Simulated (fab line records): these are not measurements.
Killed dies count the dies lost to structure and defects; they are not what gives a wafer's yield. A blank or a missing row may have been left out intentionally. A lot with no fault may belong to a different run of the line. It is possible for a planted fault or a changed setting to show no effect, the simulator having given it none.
A lot that was struck, set against a sound lot || flow rit cmos || 14 out of 202 route steps
Sound: the wafers L136.1, L136.3, L136.4. Wafers L142.3, L142.4, L142.5 were the ones struck. The cause is named last.
Order at every step that has rows: each side's tool, ch and its chambers, its first start. Under that, the readings that differ: sound wafers || struck wafers || difference of the means || sigmas: that difference in standard deviations of wafers without a fault.
alike: words and numbers the same on both sides, and readings whose means are apart by under 2 such deviations; not compared: readings that were withheld, readings missing a value for some wafer, numbers with overlapping values and no deviation given by the record, and bounds like >300 which may hide the same value.
The two part at a step that has a row with sigmas, a row that says differs or no value, or rows on one side only. Numbers that have no deviation but don't overlap get no sigmas and don't part them. A reading missing from all wafers of one side parts the sides only when that side holds two or more wafers.

first, 3 steps without rows for these wafers: RIT_GATE_CLEAN_02 (cleans in dHF, time 30 s); RIT_GATE_CLEAN_03 (cleans in SC2, time 600 s); RIT_GATE_CLEAN_04 (cleans in dHF, time 60 s).
RIT_FOX2_THK_MEAS_91:
  struck on film metro-02, day 5 01:58; sound on film metro-04, day 3 19:29
  alike: FIELD_OXIDE_LEFT_2_THK
then, 2 steps without rows for these wafers: RIT_GATE_OXIDATION_05 (target thk 3 nm, ox time 270 s); RIT_GATE_ANNEAL_06 (time 600 s).
RIT_GATE_THK_MEAS_07:
  struck on film metro-04, day 5 03:20; sound on film metro-04, day 3 21:59
  alike: GATE_OXIDE_THK
then, 1 step without rows for these wafers: RIT_GATE_CVD_08 (deposits poly-Si from SiH4, target thk 250 nm, time 2220 s).
RIT_GATE_THK_MEAS_09:
  struck on film metro-02, day 5 05:50; sound on film metro-02, day 3 23:40
  alike: GATE_POLY_THK
then, 3 steps without rows for these wafers: RIT_GATE_HMDS_10 (prime time 60 s); RIT_GATE_COAT_11 (resist thk 850 nm); RIT_GATE_SOFTBAKE_12 (time 60 s).
RIT_GATE_EXPOSE_13: exposes mask M6, target cd 150 nm.
  struck on iline stepper-02, day 5 06:29; sound on iline stepper-01 ch 0, day 4 00:19
  no value came back on the struck wafers for exposure dose mJ cm2, focus offset nm (nm), reticle temp C (C); on the sound wafers exposure dose mJ cm2 reads 379.5 379.9 379.8
  alike: mask
next, for these wafers, 1 step has no rows: RIT_GATE_PEB_14.

== WHERE THEY PART ==
At RIT_GATE_EXPOSE_13 and nowhere else, as far as this record goes.

WHY: what the simulator had put in
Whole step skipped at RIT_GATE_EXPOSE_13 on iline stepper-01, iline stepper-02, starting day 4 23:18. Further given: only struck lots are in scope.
